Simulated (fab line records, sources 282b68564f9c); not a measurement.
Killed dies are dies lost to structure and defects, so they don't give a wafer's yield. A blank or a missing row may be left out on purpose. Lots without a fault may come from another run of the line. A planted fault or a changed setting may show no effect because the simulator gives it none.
Problem report in the 8D (eight disciplines) form, filled by code | flow rit_cmos | the parts of the form that need people (team, actions taken, sign-off) are left out

1. THE PROBLEM
PLDD_RS at RIT_SDANNEAL_RS_MEAS_06 reads a mean of 183.8 ohm/sq on 6 wafers of 2 lots; wafers without a fault read 178.6 ohm/sq with a standard deviation of 0.48. That is +11 standard deviations from the usual mean.
The step: measures by four-point-probe.
First seen on wafer L924.1, day 6 06:35, on film_metro-02. The record holds 42 wafers of 14 lots with a number at this step. Rule for "out", or "out of limits": more than 4 standard deviations from the usual mean. The other wafers with a number count as sound.

2. WHAT IT IS AND WHAT IT IS NOT
question                    | is                           | is not
which readings at this step | PLDD_RS                      | -
which lots                  | L924, L927                   | L910, L911, L912, L914, L915, L916, L917, L918, L920, L921, L932, L933
which wafers of those lots  | all that have a number       | -
read on which gauges        | film_metro-02, film_metro-03 | film_metro-04
when                        | from day 6 06:35             | up to then (30 sound wafers); but 6 sound wafers of L932, L933 came after

3. SUSPECTS, AND WHAT RULES EACH OUT
Counting: a tool at a process step up to the reading stays a suspect if it ran every lot that is out and no sound lot after the first of them.
- the gauge at RIT_SDANNEAL_RS_MEAS_06: ruled out. The wafers that are out were read on 2 gauges (film_metro-02, film_metro-03).
- implanter-03 at RIT_PLDD_IMPLANT_08: kept. It ran every lot that is out, first L924 (day 6 00:02), and no sound lot after that; its last sound lot up to then is L920 (day 4 22:26).
Left after counting: implanter-03 at RIT_PLDD_IMPLANT_08.

4. THE CAUSE (what the simulator had put in)
Process parameter drift: implanter-03, from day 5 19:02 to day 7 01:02, at RIT_PLDD_IMPLANT_08. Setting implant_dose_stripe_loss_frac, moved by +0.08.
Counting left only this tool.

5. THE CHAIN OF EFFECTS, in route order
Each row: a reading whose mean over the struck wafers that have a number lies more than 3 standard deviations from the usual. Only readings for which the record gives a usual standard deviation are gone through. hours: the time from each lot's start at the first step in this table that gives one to its start at this step, as a median over the lots. sigmas: the change in usual standard deviations.
hours | step                    | reading | usual        | on struck wafers | change | sigmas
0     | RIT_SDANNEAL_RS_MEAS_06 | PLDD_RS | 178.6 ohm/sq | 183.8            | +5.2   | +11

6. WHAT WOULD HAVE CAUGHT IT SOONER
In this record the first reading out of limits at a measuring or inspecting step was taken at day 6 06:35, 12 hours after the fault began at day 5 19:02.
Of the lots that are out (2), L927 began RIT_PLDD_IMPLANT_08 on implanter-03 after day 6 06:35. A hold on the tool at that time would have spared it.
